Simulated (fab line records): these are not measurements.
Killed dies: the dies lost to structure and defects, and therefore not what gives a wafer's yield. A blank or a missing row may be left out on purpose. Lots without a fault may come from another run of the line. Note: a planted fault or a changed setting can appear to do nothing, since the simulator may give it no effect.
A single fault, viewed from 2 desks + flow berkeley-cmos170 + each desk holds nothing but its own numbers, with what lay behind them at the end

== AT THE TOOL OWNER'S DESK: rie-diel-04 ==
The tool's own readings at UCB170_SPACER_ETCHBACK_03 (etches SiO2 in CHF3/CF4/Ar, stops on Si, target depth 376 nm, time 100 s): means of the sampled wafers that have a number, for each lot that ran on this tool. The brackets show how far a lot's mean lies from the usual mean; more than 4 standard deviations puts the lot out of limits, marked OUT.
Columns: A = drypump-motor-current-A at UCB170_SPACER_ETCHBACK_03, usual 5.6 A; B = oes-product-au at UCB170_SPACER_ETCHBACK_03, usual 0.905 a.u.; C = throttle-valve-pct at UCB170_SPACER_ETCHBACK_03, usual 6.43 %
| lot  | first seen here | A   | B                | C    |
|------|-----------------|-----|------------------|------|
| L389 | day 7 02:03     | 5.5 | 0.911            | 6.42 |
| L393 | day 8 03:19     | 5.7 | 0.906            | 6.38 |
| L396 | day 9 11:59     | 5.8 | 0.838 (-4.2) OUT | 6.31 |
This desk's finding: out of limits on L396; first on L396, day 9 11:59 (oes-product-au at UCB170_SPACER_ETCHBACK_03). L389, L393: within limits.

== METROLOGY DESK ==
What the gauges read for every lot (on any tool): the sampled wafers with a number, averaged. The brackets show how far a lot's mean lies from the usual mean; more than 4 standard deviations puts the lot out of limits, marked OUT.
Columns: A = PVT_TW at UCB170_PVT_TW_MEAS_09, usual 512
| lot  | first seen here | A   |
|------|-----------------|-----|
| L387 | day 6 06:11     | 521 |
| L389 | day 6 07:20     | 512 |
| L388 | day 6 20:13     | 512 |
| L392 | day 7 05:57     | 519 |
| L393 | day 7 06:07     | 518 |
| L394 | day 7 23:05     | 511 |
| L396 | day 8 08:19     | 508 |
| L402 | day 8 18:38     | 512 |
| L403 | day 8 19:06     | 508 |
| L406 | day 9 17:52     | 514 |
| L405 | day 9 18:15     | 504 |
| L408 | day 10 04:28    | 505 |
| L407 | day 10 04:32    | 521 |
Result from this desk: across the 13 lots, nothing is out of limits.

== BROUGHT TOGETHER ==
At day 9 11:59, on L396, the tool owner's desk was in a position to raise an alarm.
At the metrology desk, nothing out of limits was observed.
The metrology desk holds a record of L396, inside its limits.
The lots listed all ran UCB170_SPACER_ETCHBACK_03 on rie-diel-04.

== WHAT THE SIMULATOR HAD INSERTED ==
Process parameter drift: rie-diel-04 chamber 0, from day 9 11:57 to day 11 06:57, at UCB170_SPACER_ETCHBACK_03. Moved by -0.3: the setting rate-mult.
Shown lots that were struck: L396.
Time in hours from fault onset to the first out-of-limits reading at each desk: the tool owner's desk, 0.
